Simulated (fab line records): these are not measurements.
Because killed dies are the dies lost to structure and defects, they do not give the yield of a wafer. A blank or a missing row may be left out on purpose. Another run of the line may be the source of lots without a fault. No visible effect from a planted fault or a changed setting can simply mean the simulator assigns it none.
fab line records	flow berkeley_cmos170
[record] lots = 7	wafers = 21	last_day = 9
route steps=331 shown NWELL@16
lots that met no fault: from a run of the same line without faults
start_h: hours from the record's opening day to when the first of the lot's shown wafers began	wait_h: hours since the lot's step before	" repeats the value in the row above	L1.1+2: a single row standing in for several wafers	- value missing, or start not given	* or withheld: withheld	< > ~ a bound
route shown NAME@n: a module of which the file shows steps, and the number in the route of the first	usual: mean and standard deviation over wafers with no fault	same: alike in all rows	chamber/n: place in a boat	sites: the reading at each site	_std_site: how widely they spread, as a standard deviation	_edge_site: inner sites' mean taken away from outer sites' mean	radius_mm: how far each site lies from the wafer's centre	mask NAME#n: copy n	behind: the last tool/chamber to shape the wafer	hold: why the lot went on hold/how many hours it stayed there/how the hold came to an end	device: whichever transistor did not switch (one of n, p or np)	end of line: at the end of the route, the tests of the same wafers	a step without rows: its recipe alone	killed: dies lost to structure and defects at the first sort, not the wafer's yield	map: shows each die of a wafer: x if killed, . if not, _ if none is there
set.NAME: the run value of the setting; set.NAME@STEP: its run value at that earlier step	model.NAME: the simulator's own value behind a step, which no gauge read
certain route steps with their lots: each step a table, each wafer a row
services: when a tool's chamber went out of use (start_h, in hours from the record's first day, below 0 if earlier), for how many hours, and the reason
[[steps]]
[step UCB170_NWELL_THK_MEAS_02]
[recipe] reads = SiO2_of_NWELL_OXIDATION_01
[usual] NWELL_OXIDE_THK = 26.4/0.64
lot.wafer	tool	chamber	start_h	wait_h	NWELL_OXIDE_THK[nm]
L313.1	film_metro-01	-	25.61	0.0	26.7
L313.5	"	-	"	"	27.1
L313.6	"	-	"	"	27.5
L318.1	film_metro-01	-	47.13	0.0	26.6
L318.2	"	-	"	"	26.3
L318.6	"	-	"	"	26.1
L320.1	film_metro-04	-	62.66	0.0	26.4
L320.4	"	-	"	"	26.5
L320.5	"	-	"	"	26.4
L326.3	film_metro-04	-	83.00	0.0	27.0
L326.4	"	-	"	"	26.8
L326.5	"	-	"	"	27.0
L327.1	film_metro-04	-	92.18	0.0	25.6
L327.2	"	-	"	"	25.2
L327.4	"	-	"	"	25.4
L328.2	film_metro-04	-	98.07	0.0	26.8
L328.3	"	-	"	"	26.9
L328.6	"	-	"	"	26.9
L329.1	film_metro-01	-	103.28	0.0	26.9
L329.3	"	-	"	"	26.6
L329.6	"	-	"	"	26.7
[step UCB170_NWELL_ANNEAL_03]
[recipe] temp_c = 1000	time_s = 900	ambient = N2
[step UCB170_NWELL_CVD_04]
[recipe] material = Si3N4	target_thk_nm = 224	temp_c = 800	precursor = SiH2Cl2/NH3	time_s = 3360	pressure_mtorr = 200	sih2cl2_flow_sccm = 25	nh3_flow_sccm = 75
[step UCB170_NWELL_THK_MEAS_05]
[recipe] reads = Si3N4_of_NWELL_CVD_04
[usual] NWELL_NITRIDE_THK = 224.2/2.4
lot.wafer	tool	chamber	start_h	wait_h	NWELL_NITRIDE_THK[nm]
L313.1	film_metro-02	-	35.92	0.0	218.9
L313.5	"	-	"	"	219.6
L313.6	"	-	"	"	221.8
L318.1	film_metro-01	-	53.95	0.0	221.7
L318.2	"	-	"	"	223.5
L318.6	"	-	"	"	221.9
L320.1	film_metro-01	-	69.11	0.0	224.1
L320.4	"	-	"	"	221.9
L320.5	"	-	"	"	225.0
L326.3	film_metro-01	-	89.03	0.0	226.2
L326.4	"	-	"	"	227.4
L326.5	"	-	"	"	226.4
L327.1	film_metro-02	-	98.26	0.0	224.0
L327.2	"	-	"	"	225.8
L327.4	"	-	"	"	225.7
L328.2	film_metro-02	-	103.46	0.0	220.5
L328.3	"	-	"	"	223.6
L328.6	"	-	"	"	223.6
L329.1	film_metro-04	-	109.63	0.0	225.2
L329.3	"	-	"	"	222.4
L329.6	"	-	"	"	223.8
[step UCB170_NWELL_HMDS_06]
[recipe] prime_time_s = 60	prime_temp_c = 100
[step UCB170_NWELL_COAT_07]
[recipe] resist = KrF	spin_rpm = 1500	resist_thk_nm = 914.5
[step UCB170_NWELL_SOFTBAKE_08]
[recipe] resist = KrF	temp_c = 130	time_s = 60
[step UCB170_NWELL_EXPOSE_09]
[recipe] mask_id = NWELL	target_cd_nm = 3000	na = 0.5	sigma_outer = 0.6	source_shape = conventional	dose_mj = 25.42
[step UCB170_NWELL_PEB_10]
[recipe] peb_temp_c = 130	peb_time_s = withheld	resist = KrF
[step UCB170_NWELL_DEVELOP_11]
[recipe] developer = TMAH	develop_time_s = 45	resist = KrF	dev_temp_c = 21
[step UCB170_NWELL_OVL_MEAS_12]
[usual] NWELL_OVL = 1/6.2
lot.wafer	tool	chamber	start_h	wait_h	NWELL_OVL[nm]
L313.1	overlay-01	-	37.03	-	11
L313.5	"	-	"	"	2
L313.6	"	-	"	"	-13
L318.1	overlay-01	-	55.31	-	4
L318.2	"	-	"	"	9
L318.6	"	-	"	"	10
L320.1	overlay-02	-	70.54	-	16
L320.4	"	-	"	"	3
L320.5	"	-	"	"	2
L326.3	overlay-02	-	90.34	-	12
L326.4	"	-	"	"	4
L326.5	"	-	"	"	9
L327.1	overlay-01	-	99.16	-	-4
L327.2	"	-	"	"	13
L327.4	"	-	"	"	7
L328.2	overlay-01	-	104.83	-	4
L328.3	"	-	"	"	4
L328.6	"	-	"	"	7
L329.1	overlay-02	-	110.75	-	-5
L329.3	"	-	"	"	-4
L329.6	"	-	"	"	4
[step UCB170_NWELL_ETCH_13]
[recipe] chemistry = CH3F/Ar/O2	target = Si3N4	stop_on = SiO2	CH3F_flow_sccm = 20	Ar_flow_sccm = 50	O2_flow_sccm = 7	pressure_mtorr = 50	rf_w = 450	target_depth_a = 2464	over_etch_frac = 0.1	time_s = 154
[usual] O2_flow_sccm = 6.997/0.02	chamber_pressure_mTorr = 50.00/0.05	drypump_motor_current_A = 5.6/0.34	oes_product_au = 0.943/0.017	throttle_valve_pct = 8.04/0.11
lot.wafer	tool	chamber	start_h	wait_h	O2_flow_sccm	chamber_pressure_mTorr	drypump_motor_current_A	oes_product_au	rf_hours_counter_h	throttle_valve_pct
L313.1	rie_diel-04	0	37.07	0.0	7.020	50.05	5.7	0.932	124	8.19
L313.5	"	1	"	"	6.991	49.99	5.0	0.929	-	8.12
L313.6	"	0	"	"	7.017	49.83	5.7	0.939	-	8.21
L318.1	rie_diel-01	3	55.35	0.0	6.996	49.93	5.8	0.916	152	7.86
L318.2	"	0	"	"	6.998	49.99	5.9	0.930	124	8.09
L318.6	"	3	"	"	7.044	50.04	5.8	0.913	-	7.87
L320.1	rie_diel-04	2	70.58	0.0	7.010	49.99	5.3	0.923	85	8.20
L320.4	"	1	"	"	7.025	49.97	5.0	0.940	89	8.10
L320.5	"	3	"	"	6.999	50.02	5.2	0.963	-	8.16
L326.3	rie_diel-01	3	90.36	0.0	6.997	50.00	5.8	0.929	154	7.85
L326.4	"	0	"	"	6.963	50.02	5.9	0.944	125	8.09
L326.5	"	0	"	"	6.992	49.99	5.8	0.946	-	8.09
L327.1	rie_diel-02	2	99.20	0.0	6.997	50.01	5.5	0.970	138	7.97
L327.2	"	0	"	"	6.984	49.94	5.6	0.942	48	7.93
L327.4	"	0	"	"	7.058	50.04	5.6	0.952	-	7.91
L328.2	rie_diel-02	1	104.86	0.0	6.988	49.96	5.3	0.944	47	7.94
L328.3	"	0	"	"	7.016	50.01	5.6	0.948	49	7.94
L328.6	"	2	"	"	6.988	50.06	5.5	0.971	-	7.98
L329.1	rie_diel-02	3	110.78	0.0	6.983	50.02	6.1	0.946	16	8.00
L329.3	"	2	"	"	6.982	50.00	5.5	0.963	139	7.97
L329.6	"	0	"	"	7.016	49.89	5.6	0.953	-	7.93
[step UCB170_NWELL_IMPLANT_14]
[recipe] species = P	dose_cm2 = 1e+13	energy_kev = 150	tilt_deg = 7
[usual] end_station_pressure_torr = 5.02e-06/2.8e-07	implant_ion_amu = 31/0
lot.wafer	tool	chamber	start_h	wait_h	end_station_pressure_torr	implant_ion_amu	model.implant.rp_nm	model.implant.drp_nm
L313.1	implanter-02	0	37.17	0.1	5.48e-06	31	185	62.72
L313.5	"	0	"	"	5.58e-06	31	185	62.72
L313.6	"	0	"	"	5.09e-06	31	185	62.72
L318.1	implanter-02	0	55.45	0.1	4.76e-06	31	191.6	62.72
L318.2	"	0	"	"	5.44e-06	31	191.6	62.72
L318.6	"	0	"	"	5.21e-06	31	191.6	62.72
L320.1	implanter-04	0	70.68	0.1	5.06e-06	31	191.5	62.72
L320.4	"	0	"	"	4.81e-06	31	191.5	62.72
L320.5	"	0	"	"	4.92e-06	31	191.5	62.72
L326.3	implanter-04	0	90.52	0.1	5.54e-06	31	193.2	62.72
L326.4	"	0	"	"	4.81e-06	31	193.2	62.72
L326.5	"	0	"	"	5e-06	31	193.2	62.72
L327.1	implanter-02	0	99.35	0.1	5.44e-06	11	442.6	97.97
L327.2	"	0	"	"	5.1e-06	11	442.6	97.97
L327.4	"	0	"	"	5.2e-06	11	442.6	97.97
L328.2	implanter-02	0	104.99	0.1	5.1e-06	11	442.9	97.97
L328.3	"	0	"	"	5.16e-06	11	442.9	97.97
L328.6	"	0	"	"	4.95e-06	11	442.9	97.97
L329.1	implanter-04	0	110.88	0.1	5.04e-06	11	449.1	97.97
L329.3	"	0	"	"	5.61e-06	11	449.1	97.97
L329.6	"	0	"	"	4.98e-06	11	449.1	97.97
[step UCB170_NWELL_STRIP_15]
[recipe] chemistry = O2	power_w = 400	pressure_mtorr = 3500	platen_temp_c = withheld	o2_flow_sccm = 400	overash_fraction = 0.5
[usual] chamber_pressure_mTorr = 3500/3.4	drypump_motor_current_A = 5.9/0.54	oes_product_au = 0.721/0.0048	strip_time_to_endpoint_s = 18.39/0.073
lot.wafer	tool	chamber	start_h	wait_h	chamber_pressure_mTorr	drypump_motor_current_A	oes_product_au	rf_hours_counter_h	strip_time_to_endpoint_s
L313.1	plasma_asher-03	1	37.32	0.1	3494	5.9	0.733	32	18.43
L313.5	"	0	"	"	3490	5.7	0.721	-	18.47
L313.6	"	1	"	"	3499	5.9	0.722	-	18.46
L318.1	plasma_asher-02	0	55.60	0.1	3503	5.6	0.724	26	18.40
L318.2	"	1	"	"	3494	6.8	0.729	26	18.28
L318.6	"	1	"	"	3500	6.8	0.721	-	18.33
L320.1	plasma_asher-04	0	70.83	0.1	3505	5.4	0.718	36	18.31
L320.4	"	1	"	"	3496	5.6	0.729	-	18.29
L320.5	"	1	"	"	3494	5.6	0.721	-	18.36
L326.3	plasma_asher-02	1	90.65	0.1	3501	6.7	0.725	-	18.46
L326.4	"	0	"	"	3500	5.7	0.723	-	18.33
L326.5	"	0	"	"	3499	5.6	0.720	-	18.31
L327.1	plasma_asher-04	1	99.50	0.1	3495	5.5	0.719	41	18.30
L327.2	"	0	"	"	3499	5.4	0.721	41	18.44
L327.4	"	0	"	"	3508	5.4	0.725	-	18.44
L328.2	plasma_asher-02	1	105.12	0.1	3500	6.8	0.711	34	18.41
L328.3	"	1	"	"	3503	6.8	0.715	-	18.40
L328.6	"	1	"	"	3503	6.8	0.733	-	18.48
L329.1	plasma_asher-02	0	111.03	0.1	3504	5.6	0.716	35	18.19
L329.3	"	1	"	"	3496	6.8	0.713	-	18.23
L329.6	"	1	"	"	3493	6.8	0.724	-	18.37
[step UCB170_NWELL_TW_MEAS_16]
[usual] NWELL_TW = 1243/14
lot.wafer	tool	chamber	start_h	wait_h	NWELL_TW
L313.1	film_metro-04	-	37.42	0.1	1255
L313.5	"	-	"	"	1252
L313.6	"	-	"	"	1257
L318.1	film_metro-04	-	55.75	0.1	1252
L318.2	"	-	"	"	1246
L318.6	"	-	"	"	1257
L320.1	film_metro-01	-	70.93	0.1	1226
L320.4	"	-	"	"	1221
L320.5	"	-	"	"	1232
L326.3	film_metro-01	-	90.74	0.1	1231
L326.4	"	-	"	"	1231
L326.5	"	-	"	"	1232
L327.1	film_metro-01	-	99.60	0.1	504
L327.2	"	-	"	"	502
L327.4	"	-	"	"	503
L328.2	film_metro-02	-	105.23	0.1	509
L328.3	"	-	"	"	513
L328.6	"	-	"	"	512
L329.1	film_metro-04	-	111.13	0.1	517
L329.3	"	-	"	"	517
L329.6	"	-	"	"	518
[step UCB170_NWELL_CLEAN_17]
[recipe] chemistry = SPM	temp_c = 120	time_s = 600
[[services]]
tool	chamber	start_h	hours	kind
rie_diel-04	0	14.06	5.1	repair
rie_diel-02	2	15.18	2.4	repair
rie_diel-01	0	25.75	2.5	repair
rie_diel-01	3	27.53	5.2	repair
implanter-04	-	32.61	2.4	repair
rie_diel-01	2	34.33	7.2	repair
rie_diel-04	-	42.88	1.0	repair
implanter-04	-	52.03	1.8	repair
plasma_asher-03	-	66.97	49.4	repair
rie_diel-04	2	77.45	11.5	repair
implanter-02	-	79.29	3.8	repair
rie_diel-04	1	88.31	12.7	repair
rie_diel-02	3	93.00	10.1	repair
rie_diel-02	1	97.50	5.1	repair
[[key]]
[first_sign] step = UCB170_NWELL_IMPLANT_14	reading = implant_ion_amu	direction = down	sigmas = 99+	usual = 31	struck = 11
[effect] step = UCB170_NWELL_TW_MEAS_16	reading = NWELL_TW	direction = down	sigmas = 53	usual = 1243	struck = 510
[model_effect] step = UCB170_NWELL_IMPLANT_14	value = implant.rp_nm	without = 190.8	struck = 444.9
met_at UCB170_NWELL_IMPLANT_14
struck_wafers L327.1,L327.2,L327.4,L328.2,L328.3,L328.6,L329.1,L329.3,L329.6
later_rows_left_out L327.1,L327.2,L327.4,L328.2,L328.3,L328.6,L329.1,L329.3,L329.6
sort_left_out L327.1,L327.2,L327.4,L328.2,L328.3,L328.6,L329.1,L329.3,L329.6
tester_left_out L327,L328,L329
onset_between 90.52 99.35
[fault] kind = wrong_recipe_download	tool = implanter-02,implanter-03,implanter-04	chamber = -	onset_h = 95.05	steps = UCB170_NWELL_IMPLANT_14	wrong_recipe.not_listed = 1
// tester_left_out: of these lots the tester's yield and bins aren't shown, on N5 and GAA mostly nor the transistor test; their killed dies are dies lost to structure and defects alone, not to doping, threshold or leakage, so they don't give the yield
// sort_left_out: the simulated sort isn't trusted on such a fault, so these wafers' sort isn't shown, and their yield isn't known
// later_rows_left_out: the simulator's readings of these wafers behind a module that went badly wrong aren't trusted and aren't shown, but for the sort
